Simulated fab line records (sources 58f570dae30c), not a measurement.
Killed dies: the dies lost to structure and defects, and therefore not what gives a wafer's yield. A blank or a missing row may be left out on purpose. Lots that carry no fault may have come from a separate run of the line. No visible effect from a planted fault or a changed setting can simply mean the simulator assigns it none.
What tool caused it? / flow berkeley-cmos170 / 11 lots, 33 wafers sampled, at 6 steps of a route of 331

## WHAT THE GAUGES READ, wafer by wafer
UCB170_WELLDRIVE_THK_MEAS_02. Usual: WELLDRIVE_OXIDE_THK gives 199 nm (standard deviation 3.5).
lot=L937; measured=day 3 04:35; on=film-metro-01; WELLDRIVE_OXIDE_THK (nm)=198 195 200; flag=
lot=L938; measured=day 3 11:59; on=film-metro-03; WELLDRIVE_OXIDE_THK (nm)=205 204 207; flag=
lot=L939; measured=day 3 21:06; on=film-metro-02; WELLDRIVE_OXIDE_THK (nm)=203 206 207; flag=
lot=L940; measured=day 3 21:08; on=film-metro-03; WELLDRIVE_OXIDE_THK (nm)=196 199 201; flag=
lot=L941; measured=day 4 16:25; on=film-metro-03; WELLDRIVE_OXIDE_THK (nm)=193 192 193; flag=
lot=L951; measured=day 6 03:23; on=film-metro-02; WELLDRIVE_OXIDE_THK (nm)=197 197 198; flag=
lot=L952; measured=day 6 09:34; on=film-metro-03; WELLDRIVE_OXIDE_THK (nm)=199 197 197; flag=
lot=L956; measured=day 7 13:38; on=film-metro-03; WELLDRIVE_OXIDE_THK (nm)=199 201 199; flag=
lot=L957; measured=day 7 21:15; on=film-metro-03; WELLDRIVE_OXIDE_THK (nm)=198 198 198; flag=
lot=L958; measured=day 8 05:37; on=film-metro-02; WELLDRIVE_OXIDE_THK (nm)=198 199 200; flag=
lot=L959; measured=day 8 05:37; on=film-metro-03; WELLDRIVE_OXIDE_THK (nm)=197 203 198; flag=

UCB170_SDANNEAL_RS_MEAS_02: measures by four-point-probe. Usual: PSD_RS gives 75.5 ohm/sq (standard deviation 0.39).
lot=L937; measured=day 5 22:14; on=film-metro-04; PSD_RS (ohm/sq)=76.1 76.1 76.2; flag=
lot=L938; measured=day 6 22:47; on=film-metro-01; PSD_RS (ohm/sq)=76.0 75.5 75.6; flag=
lot=L939; measured=day 7 08:13; on=film-metro-04; PSD_RS (ohm/sq)=75.6 75.1 75.2; flag=
lot=L940; measured=day 7 07:48; on=film-metro-02; PSD_RS (ohm/sq)=75.7 75.4 75.8; flag=
lot=L941; measured=day 8 01:06; on=film-metro-02; PSD_RS (ohm/sq)=75.3 75.5 75.3; flag=
lot=L951; measured=day 9 14:10; on=film-metro-02; PSD_RS (ohm/sq)=74.0 73.9 74.0; flag=OFF
lot=L952; measured=day 9 17:14; on=film-metro-02; PSD_RS (ohm/sq)=74.2 74.1 74.1; flag=OFF
lot=L956; measured=day 10 22:30; on=film-metro-04; PSD_RS (ohm/sq)=75.7 75.4 75.6; flag=
lot=L957; measured=day 11 01:10; on=film-metro-01; PSD_RS (ohm/sq)=75.8 75.4 75.3; flag=
lot=L958; measured=day 11 12:16; on=film-metro-02; PSD_RS (ohm/sq)=76.1 75.5 76.0; flag=
lot=L959; measured=day 11 13:10; on=film-metro-02; PSD_RS (ohm/sq)=75.3 75.4 75.3; flag=

UCB170_V1_THK_MEAS_01. Usual: V1_TEOS_THK gives 2000 nm (standard deviation 29).
lot=L937; measured=day 6 10:20; on=film-metro-04; V1_TEOS_THK (nm)=2004 2032 2037; flag=
lot=L938; measured=day 7 12:59; on=film-metro-03; V1_TEOS_THK (nm)=1956 1958 1981; flag=
lot=L939; measured=day 7 19:13; on=film-metro-04; V1_TEOS_THK (nm)=1949 2017 1996; flag=
lot=L940; measured=day 7 19:10; on=film-metro-03; V1_TEOS_THK (nm)=2018 2028 2016; flag=
lot=L941; measured=day 8 13:16; on=film-metro-03; V1_TEOS_THK (nm)=1984 2031 1995; flag=
lot=L951; measured=day 10 07:41; on=film-metro-03; V1_TEOS_THK (nm)=1989 2005 2015; flag=
lot=L952; measured=day 10 07:51; on=film-metro-04; V1_TEOS_THK (nm)=1978 2006 2066; flag=
lot=L956; measured=day 11 11:32; on=film-metro-02; V1_TEOS_THK (nm)=2000 1979 2035; flag=
lot=L957; measured=day 11 11:25; on=film-metro-04; V1_TEOS_THK (nm)=1994 1972 2014; flag=
lot=L958; measured=day 12 00:46; on=film-metro-04; V1_TEOS_THK (nm)=1998 1960 1998; flag=
lot=L959; measured=day 12 00:46; on=film-metro-03; V1_TEOS_THK (nm)=2015 2033 2021; flag=

## WHAT TOOL EACH LOT RAN ON (gives the tool, then ch and the chambers of the sampled wafers, and finally the start)
lot=L937; UCB170_PWELL_ETCH_14=rie-diel-03 ch 1,2,3, day 2 19:13; UCB170_PSD_IMPLANT_08=implanter-02 ch 0, day 5 18:48; UCB170_PSD_STRIP_09=plasma-asher-02 ch 0,1, day 5 18:55
lot=L938; UCB170_PWELL_ETCH_14=rie-diel-02 ch 1,2,3, day 3 02:17; UCB170_PSD_IMPLANT_08=implanter-04 ch 0, day 6 18:47; UCB170_PSD_STRIP_09=plasma-asher-02 ch 0,1, day 6 18:56
lot=L939; UCB170_PWELL_ETCH_14=rie-diel-03 ch 1,2,3, day 3 09:48; UCB170_PSD_IMPLANT_08=implanter-04 ch 0, day 7 04:25; UCB170_PSD_STRIP_09=plasma-asher-01 ch 0,1, day 7 04:34
lot=L940; UCB170_PWELL_ETCH_14=rie-diel-02 ch 0,1, day 3 09:50; UCB170_PSD_IMPLANT_08=implanter-03 ch 0, day 7 04:22; UCB170_PSD_STRIP_09=plasma-asher-02 ch 0,1, day 7 04:28
lot=L941; UCB170_PWELL_ETCH_14=rie-diel-04 ch 0,1, day 4 07:31; UCB170_PSD_IMPLANT_08=implanter-04 ch 0, day 7 20:04; UCB170_PSD_STRIP_09=plasma-asher-02 ch 0,1, day 7 20:12
lot=L951; UCB170_PWELL_ETCH_14=rie-diel-03 ch 0,1,2, day 5 16:28; UCB170_PSD_IMPLANT_08=implanter-03 ch 0, day 9 08:26; UCB170_PSD_STRIP_09=plasma-asher-01 ch 0,1, day 9 08:33
lot=L952; UCB170_PWELL_ETCH_14=rie-diel-02 ch 0,2, day 5 22:05; UCB170_PSD_IMPLANT_08=implanter-03 ch 0, day 9 14:19; UCB170_PSD_STRIP_09=plasma-asher-03 ch 0,1, day 9 14:26
lot=L956; UCB170_PWELL_ETCH_14=rie-diel-03 ch 1,3, day 7 00:32; UCB170_PSD_IMPLANT_08=implanter-04 ch 0, day 10 17:45; UCB170_PSD_STRIP_09=plasma-asher-01 ch 0,1, day 10 17:54
lot=L957; UCB170_PWELL_ETCH_14=rie-diel-02 ch 0,1,2, day 7 09:35; UCB170_PSD_IMPLANT_08=implanter-02 ch 0, day 10 22:10; UCB170_PSD_STRIP_09=plasma-asher-03 ch 0,1, day 10 22:16
lot=L958; UCB170_PWELL_ETCH_14=rie-diel-03 ch 1,3, day 7 15:43; UCB170_PSD_IMPLANT_08=implanter-04 ch 0, day 11 08:53; UCB170_PSD_STRIP_09=plasma-asher-01 ch 0,1, day 11 09:02
lot=L959; UCB170_PWELL_ETCH_14=rie-diel-04 ch 0,1,2, day 7 18:19; UCB170_PSD_IMPLANT_08=implanter-04 ch 0, day 11 09:22; UCB170_PSD_STRIP_09=plasma-asher-03 ch 0,1, day 11 09:31
- UCB170_PWELL_ETCH_14: etches Si3N4 in CH3F/Ar/O2, stops on SiO2, target depth 242 nm, time 151 s.
- UCB170_PSD_IMPLANT_08
- UCB170_PSD_STRIP_09: strips in O2.

## AS READ BY THE TOOLS THEMSELVES (means over the sampled wafers that have a number; for cases with no such wafer, the mark the record gives instead)
UCB170_PWELL_ETCH_14. Usual: drypump-motor-current-A 5.9 A, standard deviation 0.4; oes-product-au 0.940 a.u., standard deviation 0.012; throttle-valve-pct 8.06 %, standard deviation 0.097.
lot=L937; tool=rie-diel-03; drypump-motor-current-A (A)=6.1; oes-product-au (a.u.)=0.951; throttle-valve-pct (%)=8.05; flag=
lot=L938; tool=rie-diel-02; drypump-motor-current-A (A)=6.3; oes-product-au (a.u.)=0.935; throttle-valve-pct (%)=7.97; flag=
lot=L939; tool=rie-diel-03; drypump-motor-current-A (A)=6.0; oes-product-au (a.u.)=0.952; throttle-valve-pct (%)=8.05; flag=
lot=L940; tool=rie-diel-02; drypump-motor-current-A (A)=6.1; oes-product-au (a.u.)=0.944; throttle-valve-pct (%)=8.09; flag=
lot=L941; tool=rie-diel-04; drypump-motor-current-A (A)=5.5; oes-product-au (a.u.)=0.931; throttle-valve-pct (%)=8.07; flag=
lot=L951; tool=rie-diel-03; drypump-motor-current-A (A)=6.0; oes-product-au (a.u.)=0.943; throttle-valve-pct (%)=8.08; flag=
lot=L952; tool=rie-diel-02; drypump-motor-current-A (A)=6.0; oes-product-au (a.u.)=0.934; throttle-valve-pct (%)=8.10; flag=
lot=L956; tool=rie-diel-03; drypump-motor-current-A (A)=6.2; oes-product-au (a.u.)=0.942; throttle-valve-pct (%)=8.07; flag=
lot=L957; tool=rie-diel-02; drypump-motor-current-A (A)=6.1; oes-product-au (a.u.)=0.945; throttle-valve-pct (%)=8.03; flag=
lot=L958; tool=rie-diel-03; drypump-motor-current-A (A)=6.0; oes-product-au (a.u.)=0.955; throttle-valve-pct (%)=8.03; flag=
lot=L959; tool=rie-diel-04; drypump-motor-current-A (A)=5.6; oes-product-au (a.u.)=0.945; throttle-valve-pct (%)=8.11; flag=

UCB170_PSD_IMPLANT_08. Usual: beam-energy-keV 20.001, standard deviation 0.0057; end-station-pressure-torr 1.26e-05 Torr, standard deviation 5.8e-07.
lot=L937; tool=implanter-02; beam-energy-keV=20.002; end-station-pressure-torr (Torr)=1.23e-05; flag=
lot=L938; tool=implanter-04; beam-energy-keV=19.995; end-station-pressure-torr (Torr)=1.23e-05; flag=
lot=L939; tool=implanter-04; beam-energy-keV=20.005; end-station-pressure-torr (Torr)=1.30e-05; flag=
lot=L940; tool=implanter-03; beam-energy-keV=20.005; end-station-pressure-torr (Torr)=1.28e-05; flag=
lot=L941; tool=implanter-04; beam-energy-keV=20.008; end-station-pressure-torr (Torr)=1.20e-05; flag=
lot=L951; tool=implanter-03; beam-energy-keV=21.494; end-station-pressure-torr (Torr)=1.22e-05; flag=OFF
lot=L952; tool=implanter-03; beam-energy-keV=21.504; end-station-pressure-torr (Torr)=1.25e-05; flag=OFF
lot=L956; tool=implanter-04; beam-energy-keV=19.999; end-station-pressure-torr (Torr)=1.24e-05; flag=
lot=L957; tool=implanter-02; beam-energy-keV=20.007; end-station-pressure-torr (Torr)=1.30e-05; flag=
lot=L958; tool=implanter-04; beam-energy-keV=19.994; end-station-pressure-torr (Torr)=1.26e-05; flag=
lot=L959; tool=implanter-04; beam-energy-keV=20.013; end-station-pressure-torr (Torr)=1.28e-05; flag=

UCB170_PSD_STRIP_09. Usual: drypump-motor-current-A 5.8 A, standard deviation 0.41; oes-product-au 0.600 a.u., standard deviation 0.0044; strip-time-to-endpoint-s 29.41 s, standard deviation 0.094.
lot=L937; tool=plasma-asher-02; drypump-motor-current-A (A)=6.0; oes-product-au (a.u.)=0.603; strip-time-to-endpoint-s (s)=29.44; flag=
lot=L938; tool=plasma-asher-02; drypump-motor-current-A (A)=5.7; oes-product-au (a.u.)=0.602; strip-time-to-endpoint-s (s)=29.44; flag=
lot=L939; tool=plasma-asher-01; drypump-motor-current-A (A)=5.8; oes-product-au (a.u.)=0.602; strip-time-to-endpoint-s (s)=29.48; flag=
lot=L940; tool=plasma-asher-02; drypump-motor-current-A (A)=5.7; oes-product-au (a.u.)=0.598; strip-time-to-endpoint-s (s)=29.51; flag=
lot=L941; tool=plasma-asher-02; drypump-motor-current-A (A)=6.0; oes-product-au (a.u.)=0.599; strip-time-to-endpoint-s (s)=29.42; flag=
lot=L951; tool=plasma-asher-01; drypump-motor-current-A (A)=5.5; oes-product-au (a.u.)=0.591; strip-time-to-endpoint-s (s)=30.21; flag=OFF
lot=L952; tool=plasma-asher-03; drypump-motor-current-A (A)=6.0; oes-product-au (a.u.)=0.589; strip-time-to-endpoint-s (s)=30.16; flag=OFF
lot=L956; tool=plasma-asher-01; drypump-motor-current-A (A)=5.7; oes-product-au (a.u.)=0.600; strip-time-to-endpoint-s (s)=29.46; flag=
lot=L957; tool=plasma-asher-03; drypump-motor-current-A (A)=6.0; oes-product-au (a.u.)=0.603; strip-time-to-endpoint-s (s)=29.54; flag=
lot=L958; tool=plasma-asher-01; drypump-motor-current-A (A)=5.8; oes-product-au (a.u.)=0.600; strip-time-to-endpoint-s (s)=29.28; flag=
lot=L959; tool=plasma-asher-03; drypump-motor-current-A (A)=6.0; oes-product-au (a.u.)=0.600; strip-time-to-endpoint-s (s)=29.29; flag=

## THE ANSWER, worked out from the rows above alone
Rule: a lot is off if the mean of its wafers that have a number lies more than 3 standard deviations from the usual mean. A lot without any number at a reading at which 4 lots or more have one is off too. Any other lot the step has rows for is counted as sound. After the gauges, taken in route order, come the tools' own readings; for these a lot's mean is taken, as printed above. The first step at which some lot is off is used, and at that step the reading that is off furthest; a lot without a number counts as furthest.
Off: L951, L952, seen at UCB170_SDANNEAL_RS_MEAS_02 (PSD_RS).
If a tool, at a process step before that reading, ran all the lots that are off and no sound lot after the first of them, it fits. Not tried: the gauges at UCB170_SDANNEAL_RS_MEAS_02; whatever is off there is also off at UCB170_PSD_IMPLANT_08, on other tools, and gauge error can't account for it. One candidate fits, namely implanter-03 at UCB170_PSD_IMPLANT_08. A fault onset in the window from L940 (day 7 04:22, its last sound lot) to L951 (day 9 08:26, its first lot off) fits.
The tool's own readings at UCB170_PSD_IMPLANT_08 bear it out: on the lots that are off they differ by more than 5 times the standard deviation of the sound lots' means. beam-energy-keV reads 21.499 there against 20.003 on the sound lots.

## WHAT THE SIMULATOR HAD PUT IN
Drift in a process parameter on implanter-03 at UCB170_PSD_IMPLANT_08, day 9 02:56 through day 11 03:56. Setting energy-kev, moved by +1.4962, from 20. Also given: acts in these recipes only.
Struck lots among those shown: L951, L952. This agrees with what the rule above found.
